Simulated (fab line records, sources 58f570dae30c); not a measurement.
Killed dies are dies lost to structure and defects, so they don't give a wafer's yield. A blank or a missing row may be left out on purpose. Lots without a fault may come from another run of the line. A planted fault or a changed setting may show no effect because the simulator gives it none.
Tool commonality check | flow berkeley_cmos170 | 14 lots, 42 wafers sampled

WHY IT WAS OPENED
At UCB170_SDANNEAL_RS_MEAS_02 the reading PSD_RS is flagged on 3 of 14 lots. Wafers without a fault read 75.6 ohm/sq, standard deviation 0.3.
Rule: a lot is flagged when every wafer of it that has a number lies more than 4 standard deviations from that mean, or none has a number. The other lots count as sound.

lot  | measured     | on            | PSD_RS (ohm/sq), wafer by wafer | flag
L107 | day 7 04:35  | film_metro-02 | 75.5 75.5 75.7                  |
L106 | day 7 05:26  | film_metro-01 | 76.0 76.3 76.1                  |
L108 | day 7 05:48  | film_metro-04 | 65.5 65.3 65.5                  | FLAGGED
L110 | day 7 16:24  | film_metro-04 | 65.3 65.1 65.0                  | FLAGGED
L109 | day 7 16:57  | film_metro-02 | 75.7 75.6 75.5                  |
L111 | day 7 17:08  | film_metro-01 | 65.8 65.8 65.7                  | FLAGGED
L118 | day 9 10:43  | film_metro-02 | 76.1 75.9 75.9                  |
L119 | day 9 23:51  | film_metro-01 | 75.5 75.1 75.4                  |
L121 | day 10 05:29 | film_metro-04 | 75.4 75.7 75.1                  |
L123 | day 10 10:20 | film_metro-02 | 75.3 75.6 75.2                  |
L126 | day 11 09:17 | film_metro-04 | 75.4 75.3 75.4                  |
L128 | day 11 16:26 | film_metro-01 | 75.7 75.8 75.8                  |
L127 | day 11 16:49 | film_metro-02 | 75.8 75.9 75.7                  |
L129 | day 12 01:32 | film_metro-04 | 75.4 75.2 75.4                  |
The numbers of the flagged lots are 65.4 ohm/sq on average: -10.2 ohm/sq against the usual, or -34 standard deviations.

WHICH TOOL RAN EACH LOT
The record holds 2 process steps before the reading, out of a route of 331 steps. In each cell: the tool, then ch and the chambers that the sampled wafers went through, then the start.
lot  | flag    | UCB170_GATE_STRIP_16                 | UCB170_SDANNEAL_RTA_01
L107 |         | plasma_asher-04 ch 0,1, day 6 13:35  | rtp_anneal-02 ch 0, day 7 04:32
L106 |         | plasma_asher-01 ch 0,1, day 6 13:40  | rtp_anneal-02 ch 0, day 7 05:22
L108 | FLAGGED | plasma_asher-01 ch 0,1, day 6 13:53  | rtp_anneal-02 ch 0, day 7 05:43
L110 | FLAGGED | plasma_asher-02 ch 0,1, day 7 04:43  | rtp_anneal-02 ch 0, day 7 16:20
L109 |         | plasma_asher-01 ch 0,1, day 7 05:01  | rtp_anneal-01 ch 0, day 7 16:53
L111 | FLAGGED | plasma_asher-04 ch 0,1, day 7 05:17  | rtp_anneal-02 ch 0, day 7 17:04
L118 |         | plasma_asher-01 ch 0, day 8 21:13    | rtp_anneal-01 ch 0, day 9 10:39
L119 |         | plasma_asher-02 ch 1, day 9 08:05    | rtp_anneal-01 ch 0, day 9 23:47
L121 |         | plasma_asher-01 ch 0,1, day 9 13:06  | rtp_anneal-01 ch 0, day 10 05:26
L123 |         | plasma_asher-02 ch 0,1, day 9 21:01  | rtp_anneal-01 ch 0, day 10 10:17
L126 |         | plasma_asher-01 ch 0,1, day 10 17:44 | rtp_anneal-01 ch 0, day 11 09:11
L128 |         | plasma_asher-01 ch 0,1, day 11 03:26 | rtp_anneal-02 ch 0, day 11 16:23
L127 |         | plasma_asher-01 ch 1, day 11 03:41   | rtp_anneal-01 ch 0, day 11 16:45
L129 |         | plasma_asher-02 ch 0,1, day 11 10:01 | rtp_anneal-02 ch 0, day 12 01:28
What these steps do:
- UCB170_GATE_STRIP_16: strips in O2.
- UCB170_SDANNEAL_RTA_01: time 5 s.
- UCB170_SDANNEAL_RS_MEAS_02: measures by four-point-probe.

FLAGGED OVER TOTAL, TOOL BY TOOL (the gauges that took the reading come last)
step                       | tool            | lots run | flagged | share of the flagged lots | sound lots run after its first flagged lot
UCB170_GATE_STRIP_16       | plasma_asher-01 | 8        | 1       | some                      | 6 (L109,L118,L121,L126,L128,L127)
UCB170_GATE_STRIP_16       | plasma_asher-02 | 4        | 1       | some                      | 3 (L119,L123,L129)
UCB170_GATE_STRIP_16       | plasma_asher-04 | 2        | 1       | some                      | 0
UCB170_SDANNEAL_RTA_01     | rtp_anneal-01   | 7        | 0       | none                      | -
UCB170_SDANNEAL_RTA_01     | rtp_anneal-02   | 7        | 3       | all                       | 2 (L128,L129)
UCB170_SDANNEAL_RS_MEAS_02 | film_metro-01   | 4        | 1       | some                      | 2 (L119,L128)
UCB170_SDANNEAL_RS_MEAS_02 | film_metro-02   | 5        | 0       | none                      | -
UCB170_SDANNEAL_RS_MEAS_02 | film_metro-04   | 5        | 2       | some                      | 3 (L121,L126,L129)

WHAT THE TABLE ALLOWS
1 row of the table ran every flagged lot: rtp_anneal-02 at UCB170_SDANNEAL_RTA_01.
- rtp_anneal-02 at UCB170_SDANNEAL_RTA_01: 3 of its 7 lots flagged. Sound lots ran on it after the first flagged one (L128, L129), which a lasting fault on the whole tool wouldn't allow. Its own readings lie more than 4 standard deviations out on every wafer of the flagged lots: lamp_power_pct, wafer_temp_C_max.
No row of the table ran every flagged lot and no sound lot after the first.

WHAT THE SIMULATOR HAD PUT IN
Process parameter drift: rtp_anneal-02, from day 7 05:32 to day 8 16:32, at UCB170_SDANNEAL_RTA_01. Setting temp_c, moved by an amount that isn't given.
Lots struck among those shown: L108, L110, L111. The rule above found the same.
